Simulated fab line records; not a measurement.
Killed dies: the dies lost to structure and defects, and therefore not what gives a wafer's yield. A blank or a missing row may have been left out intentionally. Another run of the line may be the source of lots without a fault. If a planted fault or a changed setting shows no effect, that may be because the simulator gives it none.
Which tool was responsible? | flow rit cmos | 7 lots with 21 wafers sampled at 2 steps, on a route of 202 steps

== WHAT THE GAUGES READ, wafer by wafer ==
RIT_PWELL_TW_MEAS_10.
lot  | measured    | on            | PWELL_TW
L323 | day 2 15:01 | film metro-04 | 940 943 942
L325 | day 2 23:58 | film metro-01 | 938 938 941
L327 | day 3 06:19 | film metro-03 | 936 937 935
L329 | day 3 18:52 | film metro-01 | 943 942 945
L333 | day 4 14:10 | film metro-03 | 30 30 30
L336 | day 5 05:04 | film metro-01 | 944 936 947
L343 | day 6 18:30 | film metro-01 | 944 941 940

== WHAT TOOL EACH LOT RAN ON (gives the tool, then ch and the chambers of the sampled wafers, and finally the start) ==
lot  | RIT_NWELL_STRIP_09
L323 | plasma asher-02 ch 0,1, day 2 13:05
L325 | plasma asher-02 ch 0,1, day 2 22:12
L327 | plasma asher-03 ch 0,1, day 3 04:28
L329 | plasma asher-02 ch 0,1, day 3 16:53
L333 | plasma asher-03 ch 0,1, day 4 12:29
L336 | plasma asher-04 ch 0,1, day 5 03:22
L343 | plasma asher-04 ch 0,1, day 6 16:39
- RIT_NWELL_STRIP_09: strips in O2, time 180 s.

== THE ANSWER, worked out from the rows above alone ==
Rule: usual is defined by the lots themselves. Put in order of their means at a reading, lots are off if they are a third of the lots or fewer, leave a main group of 4 or more, and stand apart from it by a gap of 3 or more times the standard deviation of the main group's means; of several such gaps the widest counts. The tables above print the reading to a certain number of digits; a main group whose means all agree to those digits is not used. A lot without any number at a reading at which 4 lots or more have one is off too. Where the step has rows for the other lots, those lots are counted as sound.
Off: L333, seen at RIT_PWELL_TW_MEAS_10 (PWELL_TW). The main group has a mean of 941 with a standard deviation of 2.5.
A tool fits if, at a process step before that reading, it ran every lot that is off, and no sound lot after the first of them. The gauges at RIT_PWELL_TW_MEAS_10 are tried like those tools. Undecided on this evidence; 2 tools fit (plasma asher-03 at RIT_NWELL_STRIP_09, film metro-03 at RIT_PWELL_TW_MEAS_10).

== WHAT THE SIMULATOR HAD PUT IN ==
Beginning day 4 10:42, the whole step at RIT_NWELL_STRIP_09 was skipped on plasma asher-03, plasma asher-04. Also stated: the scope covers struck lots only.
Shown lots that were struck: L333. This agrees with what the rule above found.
